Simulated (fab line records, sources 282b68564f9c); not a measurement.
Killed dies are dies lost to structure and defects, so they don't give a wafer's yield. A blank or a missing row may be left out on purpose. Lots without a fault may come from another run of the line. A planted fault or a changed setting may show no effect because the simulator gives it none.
A sampling plan put to the test | flow rit_cmos | one fab line, 27 faults that these records tell of, each judged on the records of the lots that it struck; 2 more are left out, because the records don't allow judging them
The plan is the line's own looks: the steps of the route at which a gauge or an inspection reads the wafer and doesn't change it. A look can be judged if struck wafers have a number there and the file gives its usual mean and standard deviation on fault-free wafers. Caught: at a look after the fault's first step, the mean of the struck wafers lies 4 or more of those standard deviations (sigma) from the usual mean. On the tool: the same test on the tool's own readings at the fault's steps. Another recipe on the struck wafers, or a record that is blank for them alone, also counts as caught.

THE FAULTS, as the simulator had put them in
1. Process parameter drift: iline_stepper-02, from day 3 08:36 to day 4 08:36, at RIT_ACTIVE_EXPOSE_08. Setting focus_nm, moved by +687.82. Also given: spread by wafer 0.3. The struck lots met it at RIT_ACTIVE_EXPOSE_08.
2. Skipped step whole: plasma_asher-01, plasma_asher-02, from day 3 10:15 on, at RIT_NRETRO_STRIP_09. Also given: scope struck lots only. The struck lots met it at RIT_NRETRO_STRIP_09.
3. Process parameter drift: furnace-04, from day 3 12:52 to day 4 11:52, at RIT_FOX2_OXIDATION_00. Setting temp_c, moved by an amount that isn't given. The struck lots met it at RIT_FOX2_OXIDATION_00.
4. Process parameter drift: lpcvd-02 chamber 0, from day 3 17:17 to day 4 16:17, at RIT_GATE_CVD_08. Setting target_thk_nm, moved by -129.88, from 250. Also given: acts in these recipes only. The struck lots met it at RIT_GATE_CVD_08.
5. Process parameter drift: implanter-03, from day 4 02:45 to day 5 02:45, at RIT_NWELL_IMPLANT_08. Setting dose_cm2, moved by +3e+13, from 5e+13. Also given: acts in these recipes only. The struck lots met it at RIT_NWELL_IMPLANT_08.
6. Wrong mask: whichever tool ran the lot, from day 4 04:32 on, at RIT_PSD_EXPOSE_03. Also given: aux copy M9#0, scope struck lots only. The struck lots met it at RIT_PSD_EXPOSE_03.
7. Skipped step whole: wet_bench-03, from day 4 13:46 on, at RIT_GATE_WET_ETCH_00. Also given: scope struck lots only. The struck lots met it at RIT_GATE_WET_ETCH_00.
8. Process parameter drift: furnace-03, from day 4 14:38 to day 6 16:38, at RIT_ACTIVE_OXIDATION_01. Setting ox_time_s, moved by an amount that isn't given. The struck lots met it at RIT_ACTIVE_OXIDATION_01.
9. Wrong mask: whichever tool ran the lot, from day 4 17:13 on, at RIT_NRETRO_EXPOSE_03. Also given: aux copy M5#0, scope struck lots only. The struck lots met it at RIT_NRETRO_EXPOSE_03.
10. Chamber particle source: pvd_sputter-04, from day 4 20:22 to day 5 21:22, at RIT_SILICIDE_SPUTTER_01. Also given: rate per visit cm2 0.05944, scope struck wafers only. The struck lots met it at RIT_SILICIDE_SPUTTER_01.
11. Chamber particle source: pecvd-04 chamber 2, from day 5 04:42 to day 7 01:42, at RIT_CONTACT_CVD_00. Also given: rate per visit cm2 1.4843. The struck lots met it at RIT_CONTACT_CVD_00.
12. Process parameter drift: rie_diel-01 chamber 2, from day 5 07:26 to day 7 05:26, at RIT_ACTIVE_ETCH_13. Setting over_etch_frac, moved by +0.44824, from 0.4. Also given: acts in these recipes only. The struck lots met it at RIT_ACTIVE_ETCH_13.
13. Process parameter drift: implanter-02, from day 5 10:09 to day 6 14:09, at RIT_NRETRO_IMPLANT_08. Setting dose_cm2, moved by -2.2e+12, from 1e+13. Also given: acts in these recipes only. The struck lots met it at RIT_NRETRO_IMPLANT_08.
14. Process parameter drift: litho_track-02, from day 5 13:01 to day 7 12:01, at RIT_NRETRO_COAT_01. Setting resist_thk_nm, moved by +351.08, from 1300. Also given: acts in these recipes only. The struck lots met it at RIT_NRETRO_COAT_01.
15. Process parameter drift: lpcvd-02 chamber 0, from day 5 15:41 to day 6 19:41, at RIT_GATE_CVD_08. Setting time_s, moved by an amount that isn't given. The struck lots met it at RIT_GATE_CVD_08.
16. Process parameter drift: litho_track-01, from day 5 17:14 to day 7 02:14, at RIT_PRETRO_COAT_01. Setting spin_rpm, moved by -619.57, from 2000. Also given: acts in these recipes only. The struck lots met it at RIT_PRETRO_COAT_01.
17. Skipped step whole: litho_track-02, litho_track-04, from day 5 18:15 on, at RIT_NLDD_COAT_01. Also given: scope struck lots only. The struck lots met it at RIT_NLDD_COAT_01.
18. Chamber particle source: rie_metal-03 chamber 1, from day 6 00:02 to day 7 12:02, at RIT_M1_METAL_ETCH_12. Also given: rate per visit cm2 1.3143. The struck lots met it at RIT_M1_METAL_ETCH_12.
19. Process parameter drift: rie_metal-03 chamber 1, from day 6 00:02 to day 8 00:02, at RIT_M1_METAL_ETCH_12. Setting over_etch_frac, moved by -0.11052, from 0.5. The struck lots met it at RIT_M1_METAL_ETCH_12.
20. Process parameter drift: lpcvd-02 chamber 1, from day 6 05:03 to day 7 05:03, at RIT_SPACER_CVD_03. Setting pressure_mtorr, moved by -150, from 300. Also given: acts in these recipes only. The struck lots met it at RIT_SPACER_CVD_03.
21. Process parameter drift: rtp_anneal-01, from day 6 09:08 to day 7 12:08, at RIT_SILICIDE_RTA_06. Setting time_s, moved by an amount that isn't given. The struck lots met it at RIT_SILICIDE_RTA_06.
22. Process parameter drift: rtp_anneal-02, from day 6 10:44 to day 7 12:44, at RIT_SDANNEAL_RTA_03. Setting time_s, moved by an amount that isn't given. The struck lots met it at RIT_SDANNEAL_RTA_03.
23. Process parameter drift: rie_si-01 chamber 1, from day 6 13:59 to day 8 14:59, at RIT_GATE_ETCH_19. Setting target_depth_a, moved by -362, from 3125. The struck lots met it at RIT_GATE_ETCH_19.
24. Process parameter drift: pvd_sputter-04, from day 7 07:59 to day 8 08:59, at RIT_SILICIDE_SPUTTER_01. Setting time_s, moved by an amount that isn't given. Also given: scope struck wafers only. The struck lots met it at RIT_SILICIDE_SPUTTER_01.
25. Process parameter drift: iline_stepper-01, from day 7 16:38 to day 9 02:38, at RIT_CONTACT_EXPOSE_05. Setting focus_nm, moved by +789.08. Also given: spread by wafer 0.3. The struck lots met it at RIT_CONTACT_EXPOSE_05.
26. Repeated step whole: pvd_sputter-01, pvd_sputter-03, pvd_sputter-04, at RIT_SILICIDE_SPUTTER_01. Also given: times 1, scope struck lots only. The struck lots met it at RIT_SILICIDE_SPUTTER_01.
27. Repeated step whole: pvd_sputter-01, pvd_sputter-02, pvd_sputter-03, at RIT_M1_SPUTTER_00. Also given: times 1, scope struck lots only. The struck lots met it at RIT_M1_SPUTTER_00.

WHAT THE PLAN SAW
fault | on the tool itself                               | first look that catches it                      | reading, sigma              | median hours from its first step to that look | hours from the fault's start to the first struck lot there | judged looks passed uncaught
1     | exposure_dose_mJ_cm2 -23 sigma                   | RIT_ACTIVE_CD_MEAS_11                           | cd_nm -10                   | 0.4                                           | 13                                                         | 0
2     | the tool's record is blank for the struck wafers | RIT_PRETRO_TW_MEAS_10                           | PRETRO_TW -99 or beyond     | 1.7                                           | 5                                                          | 0
3     | tube_center_temp_C +99 or beyond sigma           | RIT_FOX2_THK_MEAS_01                            | FOX2_OXIDE_THK +10          | 1.3                                           | 3                                                          | 0
4     | under 2 sigma                                    | RIT_GATE_THK_MEAS_09                            | GATE_POLY_THK -56           | 1.6                                           | 11                                                         | 0
5     | dose_ions_cm2 +99 or beyond sigma                | RIT_NWELL_TW_MEAS_10                            | NWELL_TW +26                | 0.3                                           | 3                                                          | 0
6     | no reading that can be judged                    | RIT_PSD_TW_MEAS_10                              | PSD_TW -99 or beyond        | 0.9                                           | 5                                                          | 0
7     | the tool's record is blank for the struck wafers | RIT_FOX2_THK_MEAS_91                            | FIELD_OXIDE_LEFT_2_THK +9.8 | 0.5                                           | 3                                                          | 0
8     | under 2 sigma                                    | RIT_ACTIVE_THK_MEAS_02                          | ACTIVE_OXIDE_THK -22        | 1.9                                           | 7                                                          | 0
9     | under 2 sigma                                    | RIT_NRETRO_TW_MEAS_10                           | NRETRO_TW -99 or beyond     | 1.0                                           | 5                                                          | 0
10    | under 2 sigma                                    | no look after it can be judged                  | -                           | -                                             | -                                                          | 0
11    | under 2 sigma                                    | no look after it can be judged                  | -                           | -                                             | -                                                          | 0
12    | oes_product_au -7.2 sigma                        | none of the 4 looks that can be judged after it | -                           | -                                             | -                                                          | 4
13    | dose_ions_cm2 -99 or beyond sigma                | RIT_NRETRO_TW_MEAS_10                           | NRETRO_TW -8.2              | 0.3                                           | 3                                                          | 0
14    | under 2 sigma                                    | not the one look that can be judged after it    | -                           | -                                             | -                                                          | 1
15    | under 2 sigma                                    | RIT_GATE_THK_MEAS_09                            | GATE_POLY_THK +6.0          | 1.6                                           | 14                                                         | 0
16    | spin_speed_rpm -99 or beyond sigma               | not the one look that can be judged after it    | -                           | -                                             | -                                                          | 1
17    | the tool's record is blank for the struck wafers | RIT_PLDD_TW_MEAS_10                             | PLDD_TW +25                 | 2.9                                           | 7                                                          | 0
18    | under 2 sigma                                    | no look after it can be judged                  | -                           | -                                             | -                                                          | 0
19    | under 2 sigma                                    | no look after it can be judged                  | -                           | -                                             | -                                                          | 0
20    | pressure_mtorr -99 or beyond sigma               | RIT_SPACER_THK_MEAS_04                          | SPACER_NITRIDE_THK -21      | 1.9                                           | 12                                                         | 0
21    | under 2 sigma                                    | none of the 8 looks that can be judged after it | -                           | -                                             | -                                                          | 8
22    | under 2 sigma                                    | RIT_SDANNEAL_RS_MEAS_04                         | PSD_RS -54                  | 0.1                                           | 3                                                          | 0
23    | oes_product_au +5.9 sigma                        | no look after it can be judged                  | -                           | -                                             | -                                                          | 0
24    | under 2 sigma                                    | RIT_SILICIDE_RS_MEAS_02                         | SILICIDE_TI_RS -16          | 0.1                                           | 4                                                          | 0
25    | exposure_dose_mJ_cm2 -22 sigma                   | RIT_CONTACT_CD_MEAS_08                          | cd_nm +11                   | 0.6                                           | 8                                                          | 0
26    | under 2 sigma                                    | RIT_SILICIDE_RS_MEAS_02                         | SILICIDE_TI_RS -43          | 0.5                                           | -                                                          | 0
27    | under 2 sigma                                    | RIT_M1_RS_MEAS_01                               | M1_AL_RS -53                | 0.8                                           | -                                                          | 0
A dash: the fault isn't caught, or these records don't give the number.

Caught at a look: 18 of 27. Caught on the tool: 12 of 27. By one or the other: 21 of 27.
Caught on the tool alone: faults 12, 16, 23.
Caught at a look alone: faults 4, 6, 8, 9, 15, 22, 24, 26, 27.
Caught by neither: faults 10, 11, 14, 18, 19, 21.

THINNER SAMPLING
If the look that catches a fault measured only every second or every third lot, by lot number, the first struck lot would be measured this late in the worst case:
fault | struck lots at that look, in order of time | every lot | every second lot | every third lot
1     | L305                                       | 13 h      | may miss it      | may miss it
2     | L228, L229, L230                           | 5 h       | 10 h             | 15 h
3     | L175, L178                                 | 3 h       | 20 h             | may miss all 2
4     | L628, L630                                 | 11 h      | may miss all 2   | may miss all 2
5     | L947, L949                                 | 3 h       | may miss all 2   | may miss all 2
6     | L496                                       | 5 h       | may miss it      | may miss it
7     | L296, L297                                 | 3 h       | 10 h             | may miss all 2
8     | L741, L743                                 | 7 h       | may miss all 2   | may miss all 2
9     | L748                                       | 5 h       | may miss it      | may miss it
13    | L353, L355                                 | 3 h       | may miss all 2   | may miss all 2
15    | L790                                       | 14 h      | may miss it      | may miss it
17    | L840, L841, L842                           | 7 h       | 8 h              | 13 h
20    | L719                                       | 12 h      | may miss it      | may miss it
22    | L344, L346, L348                           | 3 h       | may miss all 3   | 23 h
24    | L339                                       | 4 h       | may miss it      | may miss it
25    | L332                                       | 8 h       | may miss it      | may miss it
Hours are from the fault's start to the first struck lot that is measured. The limit of 4 sigma was tested on all struck wafers together, so one lot alone may lie under it. Other struck lots may not be in these records.

THE LONGEST TIMED WAY FROM STEP TO LOOK
Fault 17: a median of 2.9 hours passes between RIT_NLDD_COAT_01 and RIT_PLDD_TW_MEAS_10. No look between them can be judged.
